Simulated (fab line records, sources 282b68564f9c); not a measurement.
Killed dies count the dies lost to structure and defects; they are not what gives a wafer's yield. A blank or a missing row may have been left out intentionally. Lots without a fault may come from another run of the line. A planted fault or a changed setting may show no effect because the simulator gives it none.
A lot that was struck, set against a sound lot ; flow ritCmos ; 43 steps out of a route of 202
Sound: the wafers L509.1, L509.4, L509.5. Struck: wafer L518.6 (L518.4, L518.5, from the same lot, were not struck and are left out); the cause is given at the end.
Per side, at each step with rows, come the tool, then ch with its chambers, and then its first start. Under that, the readings that differ: sound wafers ; struck wafers ; difference of the means ; sigmas: that difference in standard deviations of wafers without a fault.
alike: same words and numbers on both sides, and readings whose means sit less than 2 such deviations apart. not compared: any withheld reading, any reading some wafer has no value for, any bound like >300 that may hide the same value, and any number with overlapping values for which the record gives no deviation.
Wherever a step has rows on one side only, a row that says differs or no value, or a row with sigmas, the two part there. Numbers that have no deviation but don't overlap get no sigmas and don't part them. Lack of a reading on every wafer of one side parts them only where that side has two or more wafers.

first, 1 step without rows for these wafers: RIT_WELLDRIVE_ANNEAL_00 (time 14700 s).
RIT_WELLDRIVE_RS_MEAS_01: measurement is done with a four-point probe.
  sound on filmMetro-01, day 3 05:05; struck on filmMetro-01, day 4 21:30
  alike: NWELL_RS
RIT_WELLDRIVE_RS_MEAS_02: measurement is done with a four-point probe.
  sound on filmMetro-01, day 3 05:13; struck on filmMetro-01, day 4 21:37
  alike: PWELL_RS
then, 6 steps without rows for these wafers: RIT_NRETRO_HMDS_00 (prime time 60 s); RIT_NRETRO_COAT_01 (resist thk 1300 nm); RIT_NRETRO_SOFTBAKE_02 (time 60 s); RIT_NRETRO_EXPOSE_03 (exposes mask M4, target cd 43900 nm); RIT_NRETRO_PEB_04; RIT_NRETRO_DEVELOP_05 (develop time 68 s).
RIT_NRETRO_OVL_MEAS_06:
  sound on overlay-02, day 3 06:13; struck on overlay-01, day 4 22:37
  alike: NRETRO_OVL
then, 2 steps without rows for these wafers: RIT_NRETRO_HARDBAKE_07 (time 120 s); RIT_NRETRO_IMPLANT_08.
RIT_NRETRO_STRIP_09: strips in O2, time 180 s.
  sound on plasmaAsher-02 ch 0,1, day 3 06:39; struck on plasmaAsher-01 ch 0, day 4 23:05
  alike: drypumpMotorCurrentA, o2FlowSccm
  not compared: rfHoursCounterH
RIT_NRETRO_TW_MEAS_10:
  sound on filmMetro-01, day 3 06:49; struck on filmMetro-02, day 4 23:14
reading;sound;struck;difference;sigmas
NRETRO_TW;1037 1035 1032;1057;+22;+3
then, 6 steps without rows for these wafers: RIT_PRETRO_HMDS_00 (prime time 60 s); RIT_PRETRO_COAT_01 (resist thk 1300 nm); RIT_PRETRO_SOFTBAKE_02 (time 60 s); RIT_PRETRO_EXPOSE_03 (exposes mask M5, target cd 43700 nm); RIT_PRETRO_PEB_04; RIT_PRETRO_DEVELOP_05 (develop time 68 s).
RIT_PRETRO_OVL_MEAS_06:
  sound on overlay-01, day 3 07:53; struck on overlay-01, day 5 00:10
  alike: PRETRO_OVL
then, 2 steps without rows for these wafers: RIT_PRETRO_HARDBAKE_07 (time 120 s); RIT_PRETRO_IMPLANT_08.
RIT_PRETRO_STRIP_09: strips in O2, time 180 s.
  sound on plasmaAsher-03 ch 0, day 3 08:19; struck on plasmaAsher-01 ch 1, day 5 00:38
  alike: drypumpMotorCurrentA, o2FlowSccm
  not compared: rfHoursCounterH
RIT_PRETRO_TW_MEAS_10:
  sound on filmMetro-01, day 3 08:30; struck on filmMetro-01, day 5 00:47
  alike: PRETRO_TW
then, 5 steps without rows for these wafers: RIT_GATE_WET_ETCH_00 (etches SiO2 in BOE, target depth 56 nm, time 60 s); RIT_GATE_CLEAN_01 (cleans in SC1, time 600 s); RIT_GATE_CLEAN_02 (cleans in dHF, time 30 s); RIT_GATE_CLEAN_03 (cleans in SC2, time 600 s); RIT_GATE_CLEAN_04 (cleans in dHF, time 60 s).
RIT_FOX2_THK_MEAS_91:
  sound on filmMetro-02, day 3 08:59; struck on filmMetro-03, day 5 01:29
reading;sound;struck;difference;sigmas
FIELD_OXIDE_LEFT_2_THK (nm);263 268 260;248;-16;-2
then, 2 steps without rows for these wafers: RIT_GATE_OXIDATION_05 (target thk 3 nm, ox time 270 s); RIT_GATE_ANNEAL_06 (time 600 s).
RIT_GATE_THK_MEAS_07:
  sound on filmMetro-02, day 3 14:43; struck on filmMetro-02, day 5 05:21
  alike: GATE_OXIDE_THK
then, 1 step without rows for these wafers: RIT_GATE_CVD_08 (deposits poly-Si from SiH4, target thk 250 nm, time 2220 s).
RIT_GATE_THK_MEAS_09:
  sound on filmMetro-04, day 3 17:34; struck on filmMetro-04, day 5 07:50
reading;sound;struck;difference;sigmas
GATE_POLY_THK (nm);249.7 249.5 249.5;243.6;-6.0;-2
then, 6 steps without rows for these wafers: RIT_GATE_HMDS_10 (prime time 60 s); RIT_GATE_COAT_11 (resist thk 850 nm); RIT_GATE_SOFTBAKE_12 (time 60 s); RIT_GATE_EXPOSE_13 (exposes mask M6, target cd 150 nm); RIT_GATE_PEB_14; RIT_GATE_DEVELOP_15 (develop time 50 s).
RIT_M1_PROBE_99:
  sound on prober-02, day 4 16:31; struck on prober-01, day 6 07:04
reading;sound;struck;difference;sigmas
hold;- - -;awaitDispo/1.6h/release;no value on the sound wafers;
killedAtFrontEnd;5 6 6;25;+19;+7
killedDies;5 6 6;25;+19;+7
killedOnRim;2 1 4;8;+6;+4
  alike: killedOpen, killedShort

## WHERE THEY PART
First at RIT_NRETRO_TW_MEAS_10; last, within this record, at RIT_M1_PROBE_99.

WHY: what the simulator had put in
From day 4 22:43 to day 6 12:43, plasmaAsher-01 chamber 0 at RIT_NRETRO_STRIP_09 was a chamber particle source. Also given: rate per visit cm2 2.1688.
